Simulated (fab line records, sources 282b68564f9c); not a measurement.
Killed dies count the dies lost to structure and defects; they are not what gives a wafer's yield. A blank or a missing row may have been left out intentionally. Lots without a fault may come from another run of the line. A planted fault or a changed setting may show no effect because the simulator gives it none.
What tool caused it? || flow rit_cmos || 13 lots with 39 wafers sampled at 2 steps, on a route of 202 steps

== WHAT THE GAUGES READ, wafer by wafer ==
The record holds no reading of a measuring or inspecting step that can be judged against a usual standard deviation.

== EACH LOT AND THE TOOL THAT RAN IT (in order: tool; ch and the chambers of the sampled wafers; start) ==
{"lot": "L676", "RIT_GATE_ETCH_19": "rie_si-02 ch 0,1, day 3 04:07", "RIT_M1_PROBE_99": "-"}
{"lot": "L677", "RIT_GATE_ETCH_19": "rie_si-01 ch 0,1,2, day 3 13:06", "RIT_M1_PROBE_99": "-"}
{"lot": "L678", "RIT_GATE_ETCH_19": "rie_si-02 ch 0,2,3, day 3 13:59", "RIT_M1_PROBE_99": "-"}
{"lot": "L679", "RIT_GATE_ETCH_19": "rie_si-01 ch 1,2,3, day 3 15:37", "RIT_M1_PROBE_99": "-"}
{"lot": "L680", "RIT_GATE_ETCH_19": "rie_si-02 ch 1,3, day 4 00:44", "RIT_M1_PROBE_99": "-"}
{"lot": "L682", "RIT_GATE_ETCH_19": "rie_si-02 ch 2,3, day 4 07:26", "RIT_M1_PROBE_99": "-"}
{"lot": "L683", "RIT_GATE_ETCH_19": "rie_si-01 ch 0,1,3, day 4 16:17", "RIT_M1_PROBE_99": "-"}
{"lot": "L685", "RIT_GATE_ETCH_19": "rie_si-01 ch 0,2, day 4 21:22", "RIT_M1_PROBE_99": "-"}
{"lot": "L686", "RIT_GATE_ETCH_19": "rie_si-02 ch 0,3, day 5 04:05", "RIT_M1_PROBE_99": "prober-01, day 6 01:06"}
{"lot": "L689", "RIT_GATE_ETCH_19": "rie_si-01 ch 1,2, day 5 16:36", "RIT_M1_PROBE_99": "prober-02, day 6 16:07"}
{"lot": "L694", "RIT_GATE_ETCH_19": "rie_si-02 ch 0,2,3, day 6 20:37", "RIT_M1_PROBE_99": "-"}
{"lot": "L695", "RIT_GATE_ETCH_19": "rie_si-01 ch 2,3, day 7 00:22", "RIT_M1_PROBE_99": "-"}
{"lot": "L697", "RIT_GATE_ETCH_19": "rie_si-01 ch 0,1,3, day 7 09:09", "RIT_M1_PROBE_99": "-"}
- RIT_GATE_ETCH_19: etches poly-Si in SF6/CHF3/O2, stops on SiO2, time 165 s, target depth 312.5 nm.
- RIT_M1_PROBE_99

== WHAT THE TOOLS THEMSELVES READ (means of the sampled wafers that have a number; where no wafer has one, the mark that the record gives instead) ==
RIT_GATE_ETCH_19. Usual: O2_flow_sccm 4.999 sccm, standard deviation 0.016; drypump_motor_current_A 6.0 A, standard deviation 0.41; oes_product_au 0.838 a.u., standard deviation 0.014; rf_fwd_power_W 159.4 W, standard deviation 0.54; throttle_valve_pct 10.20 %, standard deviation 0.18.
{"lot": "L676", "tool": "rie_si-02", "O2_flow_sccm (sccm)": 4.999, "drypump_motor_current_A (A)": 6.2, "oes_product_au (a.u.)": 0.840, "rf_fwd_power_W (W)": 159.0, "throttle_valve_pct (%)": 10.15, "flag": ""}
{"lot": "L677", "tool": "rie_si-01", "O2_flow_sccm (sccm)": 5.006, "drypump_motor_current_A (A)": 5.6, "oes_product_au (a.u.)": 0.832, "rf_fwd_power_W (W)": 159.0, "throttle_valve_pct (%)": 10.27, "flag": ""}
{"lot": "L678", "tool": "rie_si-02", "O2_flow_sccm (sccm)": 5.003, "drypump_motor_current_A (A)": 6.0, "oes_product_au (a.u.)": 0.837, "rf_fwd_power_W (W)": 159.3, "throttle_valve_pct (%)": 10.10, "flag": ""}
{"lot": "L679", "tool": "rie_si-01", "O2_flow_sccm (sccm)": 4.990, "drypump_motor_current_A (A)": 5.9, "oes_product_au (a.u.)": 0.833, "rf_fwd_power_W (W)": 159.2, "throttle_valve_pct (%)": 10.21, "flag": ""}
{"lot": "L680", "tool": "rie_si-02", "O2_flow_sccm (sccm)": 5.018, "drypump_motor_current_A (A)": 6.4, "oes_product_au (a.u.)": 0.842, "rf_fwd_power_W (W)": 159.3, "throttle_valve_pct (%)": 10.15, "flag": ""}
{"lot": "L682", "tool": "rie_si-02", "O2_flow_sccm (sccm)": 4.990, "drypump_motor_current_A (A)": 6.2, "oes_product_au (a.u.)": 0.838, "rf_fwd_power_W (W)": 159.1, "throttle_valve_pct (%)": 10.13, "flag": ""}
{"lot": "L683", "tool": "rie_si-01", "O2_flow_sccm (sccm)": 5.004, "drypump_motor_current_A (A)": 5.8, "oes_product_au (a.u.)": 0.828, "rf_fwd_power_W (W)": 159.4, "throttle_valve_pct (%)": 10.40, "flag": ""}
{"lot": "L685", "tool": "rie_si-01", "O2_flow_sccm (sccm)": 4.998, "drypump_motor_current_A (A)": 5.8, "oes_product_au (a.u.)": 0.839, "rf_fwd_power_W (W)": 159.8, "throttle_valve_pct (%)": 10.15, "flag": ""}
{"lot": "L686", "tool": "rie_si-02", "O2_flow_sccm (sccm)": 4.999, "drypump_motor_current_A (A)": 5.8, "oes_product_au (a.u.)": 0.844, "rf_fwd_power_W (W)": 159.5, "throttle_valve_pct (%)": 10.02, "flag": ""}
{"lot": "L689", "tool": "rie_si-01", "O2_flow_sccm (sccm)": 5.010, "drypump_motor_current_A (A)": 5.6, "oes_product_au (a.u.)": 0.849, "rf_fwd_power_W (W)": 159.1, "throttle_valve_pct (%)": 10.09, "flag": ""}
{"lot": "L694", "tool": "rie_si-02", "O2_flow_sccm (sccm)": 5.000, "drypump_motor_current_A (A)": 6.0, "oes_product_au (a.u.)": 0.813, "rf_fwd_power_W (W)": 159.4, "throttle_valve_pct (%)": 10.11, "flag": ""}
{"lot": "L695", "tool": "rie_si-01", "O2_flow_sccm (sccm)": 4.982, "drypump_motor_current_A (A)": 6.3, "oes_product_au (a.u.)": 0.840, "rf_fwd_power_W (W)": 159.0, "throttle_valve_pct (%)": 10.21, "flag": ""}
{"lot": "L697", "tool": "rie_si-01", "O2_flow_sccm (sccm)": 4.997, "drypump_motor_current_A (A)": 5.8, "oes_product_au (a.u.)": 0.839, "rf_fwd_power_W (W)": 159.4, "throttle_valve_pct (%)": 10.39, "flag": ""}

RIT_M1_PROBE_99. Usual: killed_at_contacts 0.1, standard deviation 0.27; killed_at_front_end 6.5, standard deviation 2.8; killed_dies 6.6, standard deviation 2.8; killed_open 3.5, standard deviation 2; killed_short 3.2, standard deviation 1.8.
{"lot": "L686", "tool": "prober-01", "killed_at_contacts": 0.0, "killed_at_front_end": 5.0, "killed_dies": 5.0, "killed_open": 2.0, "killed_short": 3.0, "flag": ""}
{"lot": "L689", "tool": "prober-02", "killed_at_contacts": 0.0, "killed_at_front_end": 6.3, "killed_dies": 6.3, "killed_open": 3.3, "killed_short": 3.0, "flag": ""}

== THE ANSWER, worked out from the rows above alone ==
Rule: a lot counts as off when the mean over its wafers that have a number is more than 3 standard deviations away from the usual mean. A lot without any number at a reading at which 4 lots or more have one is off too. All remaining lots with rows at the step are treated as sound. The gauges are gone through in route order, then the tools' own readings, and for those a lot's mean is taken as printed above. At the first step where some lot is off, the reading lying furthest off is the one used; lots without a number count as furthest.
Nothing can be told from this: no lot is off at any reading shown.

== WHAT HAD BEEN PUT IN BY THE SIMULATOR ==
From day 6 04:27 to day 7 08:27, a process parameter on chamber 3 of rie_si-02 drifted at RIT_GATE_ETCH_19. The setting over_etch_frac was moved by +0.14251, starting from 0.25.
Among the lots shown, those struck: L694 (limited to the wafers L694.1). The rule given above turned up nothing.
